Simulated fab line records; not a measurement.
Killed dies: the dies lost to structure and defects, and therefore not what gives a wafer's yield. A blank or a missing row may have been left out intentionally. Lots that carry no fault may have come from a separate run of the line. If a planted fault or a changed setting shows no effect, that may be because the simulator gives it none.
Code-filled problem report in 8D (eight disciplines) form -- flow berkeley_cmos170 -- the parts of the form that need people (team, actions taken, sign-off) are left out

1. THE PROBLEM
oes_product_au at UCB170_V1_ETCH_14 reads a mean of 0.715 a.u. on 1 wafer of 1 lot; wafers without a fault read 0.877 a.u. with a standard deviation of 0.013. That is -12 standard deviations from the usual mean.
The step: etches SiO2 in CHF3/CF4/Ar, stops on Al, target depth 1250 nm, time 291 s.
The first sign was on wafer L451.3 at day 11 20:02, on rie_diel-02. Wafers with a number at this step in the record: 39, from 13 lots. By rule, "out" or "out of limits" means more than 4 standard deviations away from the usual mean. The rest of the wafers with a number are treated as sound.

2. WHAT IT IS; WHAT IT IS NOT
question,is,is not
which readings at this step,oes_product_au,"drypump_motor_current_A, throttle_valve_pct"
which lots,L451,"L430, L433, L434, L435, L436, L438, L439, L441, L442, L443, L444, L445"
which wafers of those lots,L451.3,"L451.1, L451.2"
read on which tools,rie_diel-02,"rie_diel-01, rie_diel-03"
when,from day 11 20:02,up to then (38 sound wafers)

3. WHAT RULES OUT EACH SUSPECT
Counting: any tool at a process step up to the reading remains a suspect provided it ran every lot that is out. Sound lots after the first of them don't rule it out here, since some wafers of a struck lot are sound.
- rie_diel-02 at UCB170_V1_ETCH_14 (etches SiO2 in CHF3/CF4/Ar, stops on Al, target depth 1250 nm, time 291 s): kept. L451, the lot that is out, went through it at day 11 20:02; up to then, the latest sound lot through it was L445 at day 10 23:50. On those wafers its own readings are out: oes_product_au.
- In rie_diel-02 at UCB170_V1_ETCH_14, the wafers that are out were processed in chamber 0 and their sound lot-mates in chambers 1, 2.
Left after counting: rie_diel-02 at UCB170_V1_ETCH_14.

4. THE CAUSE (what the simulator had put in)
rie_diel-02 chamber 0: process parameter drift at UCB170_V1_ETCH_14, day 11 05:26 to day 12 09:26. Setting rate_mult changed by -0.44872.
Only this tool survived the counting.

5. THE CHAIN OF EFFECTS, in route order
Each row: a reading whose mean over the struck wafers that have a number lies more than 3 standard deviations from the usual. Only readings whose record carries a usual standard deviation are examined. hours: median over the lots of the time between each lot's start at the first step of this table that gives one and its start at this step. sigmas: the change, counted in usual standard deviations.
hours,step,reading,usual,on struck wafers,change,sigmas
0,UCB170_V1_ETCH_14,oes_product_au,0.877 a.u.,0.715,-0.162,-12
0,UCB170_V1_STRIP_15,strip_time_to_endpoint_s,15.27 s,18.07,+2.80,+22
The process steps in it:
- UCB170_V1_ETCH_14: etches SiO2 in CHF3/CF4/Ar, stops on Al, target depth 1250 nm, time 291 s.
- UCB170_V1_STRIP_15: strips in O2.

6. HOW IT WOULD HAVE BEEN CAUGHT EARLIER
First out-of-limits reading in this record: day 11 20:02, which is 15 hours after fault onset at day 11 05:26.
